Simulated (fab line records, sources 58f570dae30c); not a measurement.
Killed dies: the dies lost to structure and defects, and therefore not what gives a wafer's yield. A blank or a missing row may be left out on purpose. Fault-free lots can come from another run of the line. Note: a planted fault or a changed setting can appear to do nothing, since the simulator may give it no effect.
Which of the tools did it? | flow berkeley cmos170 | 14 lots, 42 wafers sampled, at 5 steps of a route of 331

== WHAT THE GAUGES SHOWED, per wafer ==
UCB170_ACTIVE_THK_MEAS_03. Usual: ACTIVE_OXIDE_THK 26.4 nm, standard deviation 0.58.
lot  | measured    | on            | ACTIVE_OXIDE_THK (nm) | flag
L291 | day 3 22:40 | film metro-04 | 25.9 25.6 26.0        |
L294 | day 4 10:46 | film metro-04 | 25.7 25.2 25.6        |
L295 | day 4 16:08 | film metro-03 | 25.6 25.9 25.6        |
L297 | day 5 02:04 | film metro-02 | 26.2 26.2 25.9        |
L298 | day 5 07:47 | film metro-04 | 26.9 27.1 26.8        |
L300 | day 5 18:50 | film metro-03 | 25.5 25.6 25.5        |
L302 | day 6 05:07 | film metro-04 | 26.3 26.2 26.0        |
L303 | day 6 05:11 | film metro-03 | 26.8 26.8 26.4        |
L305 | day 7 02:43 | film metro-02 | 27.4 26.9 27.0        |
L306 | day 7 12:11 | film metro-02 | 34.0 34.1 34.2        | OFF
L307 | day 7 02:43 | film metro-03 | 27.3 27.1 26.8        |
L308 | day 7 15:10 | film metro-03 | 32.9 32.6 32.3        | OFF
L309 | day 7 21:46 | film metro-03 | 26.1 25.9 26.1        |
L310 | day 7 21:43 | film metro-04 | 26.2 25.8 25.5        |

UCB170_ACTIVE_OVL_MEAS_14. Usual: ACTIVE_OVL 6 nm, standard deviation 5.1.
lot  | measured    | on         | ACTIVE_OVL (nm) | flag
L291 | day 4 05:56 | overlay-01 | -2 1 -1         |
L294 | day 4 18:16 | overlay-02 | 4 8 15          |
L295 | day 4 23:01 | overlay-01 | 3 7 6           |
L297 | day 5 11:58 | overlay-02 | -1 0 5          |
L298 | day 5 17:30 | overlay-01 | 10 13 10        |
L300 | day 6 06:02 | overlay-01 | 11 12 10        |
L302 | day 6 12:19 | overlay-01 | 5 3 4           |
L303 | day 6 13:13 | overlay-01 | -3 -5 -1        |
L305 | day 7 11:09 | overlay-02 | 12 2 7          |
L306 | day 7 23:01 | overlay-01 | 14 11 0         |
L307 | day 7 11:19 | overlay-01 | -1 2 -1         |
L308 | day 7 22:56 | overlay-02 | 14 11 7         |
L309 | day 8 05:17 | overlay-01 | 4 -1 0          |
L310 | day 8 05:09 | overlay-01 | 2 0 0           |

UCB170_M2_CD_MEAS_15 targets a cd of 700 nm. Usual: cd nm at 700.2 nm, with a standard deviation of 1.4.
lot  | measured     | on        | cd nm (nm)        | flag
L291 | day 7 16:53  | cd sem-01 | 700.0 699.4 698.3 |
L294 | day 8 00:20  | cd sem-02 | 702.9 702.4 702.1 |
L295 | day 8 10:53  | cd sem-01 | 699.7 700.1 701.2 |
L297 | day 8 19:18  | cd sem-01 | 700.4 700.1 700.5 |
L298 | day 8 19:33  | cd sem-02 | 700.9 699.0 700.0 |
L300 | day 9 14:27  | cd sem-01 | 700.4 700.5 700.8 |
L302 | day 9 18:26  | cd sem-01 | 700.3 700.0 698.6 |
L303 | day 9 18:15  | cd sem-02 | 698.4 700.5 699.7 |
L305 | day 10 15:28 | cd sem-01 | 699.2 697.8 699.9 |
L306 | day 11 14:02 | cd sem-02 | 700.0 701.4 700.8 |
L307 | day 10 15:47 | cd sem-01 | 699.8 699.5 700.9 |
L308 | day 11 03:34 | cd sem-02 | 697.5 697.4 697.8 |
L309 | day 11 14:20 | cd sem-01 | 701.4 701.9 701.6 |
L310 | day 11 15:00 | cd sem-01 | 702.3 699.6 701.1 |

== EACH LOT AND THE TOOL THAT RAN IT (in order: tool; ch and the chambers of the sampled wafers; start) ==
lot  | UCB170_ZERO_ETCH_06               | UCB170_ACTIVE_OXIDATION_02
L291 | rie diel-01 ch 0,2,3, day 1 21:00 | furnace-02 ch 0, day 3 21:17
L294 | rie diel-03 ch 0,1, day 2 11:35   | furnace-02 ch 0, day 4 09:25
L295 | rie diel-03 ch 2,3, day 2 17:58   | furnace-01 ch 0, day 4 14:47
L297 | rie diel-01 ch 0,1,3, day 3 00:53 | furnace-01 ch 0, day 5 00:43
L298 | rie diel-01 ch 1,2, day 3 05:45   | furnace-03 ch 0, day 5 06:26
L300 | rie diel-02 ch 0,3, day 3 15:59   | furnace-02 ch 0, day 5 17:21
L302 | rie diel-02 ch 1,3, day 4 03:37   | furnace-03 ch 0, day 6 03:46
L303 | rie diel-01 ch 0,1, day 4 06:54   | furnace-03 ch 0, day 6 03:46
L305 | rie diel-01 ch 0,2,3, day 4 18:23 | furnace-03 ch 0, day 7 01:22
L306 | rie diel-03 ch 0,3, day 4 23:51   | furnace-03 ch 0, day 7 10:49
L307 | rie diel-02 ch 0,1, day 5 02:24   | furnace-03 ch 0, day 7 01:22
L308 | rie diel-03 ch 0,1,2, day 5 11:13 | furnace-03 ch 0, day 7 13:49
L309 | rie diel-02 ch 0,3, day 5 16:50   | furnace-02 ch 0, day 7 20:22
L310 | rie diel-01 ch 0,2,3, day 5 21:07 | furnace-02 ch 0, day 7 20:22
- UCB170_ZERO_ETCH_06: etches SiO2 in CHF3/CF4/Ar, time 12 s.
- UCB170_ACTIVE_OXIDATION_02: target thk 26.4 nm, ox time 1260 s.

== WHAT THE TOOLS THEMSELVES READ (means of the sampled wafers that have a number; where no wafer has one, the mark that the record gives instead) ==
UCB170_ZERO_ETCH_06. Usual: drypump motor current A 5.7 A, standard deviation 0.4; oes product au 0.622 a.u., standard deviation 0.0096; throttle valve pct 9.26 %, standard deviation 0.1.
lot  | tool        | drypump motor current A (A) | oes product au (a.u.) | throttle valve pct (%) | flag
L291 | rie diel-01 | 5.5                         | 0.622                 | 9.19                   |
L294 | rie diel-03 | 5.5                         | 0.625                 | 9.24                   |
L295 | rie diel-03 | 6.2                         | 0.616                 | 9.20                   |
L297 | rie diel-01 | 5.8                         | 0.626                 | 9.32                   |
L298 | rie diel-01 | 5.9                         | 0.624                 | 9.32                   |
L300 | rie diel-02 | 5.4                         | 0.614                 | 9.19                   |
L302 | rie diel-02 | 5.4                         | 0.621                 | 9.37                   |
L303 | rie diel-01 | 6.0                         | 0.627                 | 9.36                   |
L305 | rie diel-01 | 5.5                         | 0.623                 | 9.20                   |
L306 | rie diel-03 | 5.7                         | 0.625                 | 9.21                   |
L307 | rie diel-02 | 5.6                         | 0.622                 | 9.35                   |
L308 | rie diel-03 | 5.9                         | 0.627                 | 9.23                   |
L309 | rie diel-02 | 5.3                         | 0.617                 | 9.21                   |
L310 | rie diel-01 | 5.5                         | 0.622                 | 9.20                   |

UCB170_ACTIVE_OXIDATION_02. Usual: ox temp c at 1000.1 C, with a standard deviation of 0.38.
lot  | tool       | ox temp c (C) | flag
L291 | furnace-02 | 999.7         |
L294 | furnace-02 | 1000.3        |
L295 | furnace-01 | 1000.1        |
L297 | furnace-01 | 1000.3        |
L298 | furnace-03 | 999.6         |
L300 | furnace-02 | 1000.4        |
L302 | furnace-03 | 1000.3        |
L303 | furnace-03 | 1000.3        |
L305 | furnace-03 | 1000.0        |
L306 | furnace-03 | 999.9         |
L307 | furnace-03 | 1000.1        |
L308 | furnace-03 | 1000.2        |
L309 | furnace-02 | 1000.2        |
L310 | furnace-02 | 1000.2        |

== THE ANSWER, worked out from the rows above alone ==
Rule: take the mean of a lot's wafers that have a number; if it is more than 3 standard deviations from the usual mean, the lot is off. A lot without any number at a reading at which 4 lots or more have one is off too. Any other lot the step has rows for is counted as sound. The gauges are gone through in route order, then the tools' own readings, and for those a lot's mean is taken as printed above. The first step at which some lot is off is used, and at that step the reading that is off furthest; a lot without a number counts as furthest.
Off: at UCB170_ACTIVE_THK_MEAS_03 (ACTIVE_OXIDE_THK), L306, L308.
A tool fits if, at a process step before that reading, it ran every lot that is off, and no sound lot after the first of them. The gauges at UCB170_ACTIVE_THK_MEAS_03 are tried like those tools. Can't be told from this: 2 tools fit, rie diel-03 at UCB170_ZERO_ETCH_06, furnace-03 at UCB170_ACTIVE_OXIDATION_02.

== WHAT HAD BEEN PUT IN BY THE SIMULATOR ==
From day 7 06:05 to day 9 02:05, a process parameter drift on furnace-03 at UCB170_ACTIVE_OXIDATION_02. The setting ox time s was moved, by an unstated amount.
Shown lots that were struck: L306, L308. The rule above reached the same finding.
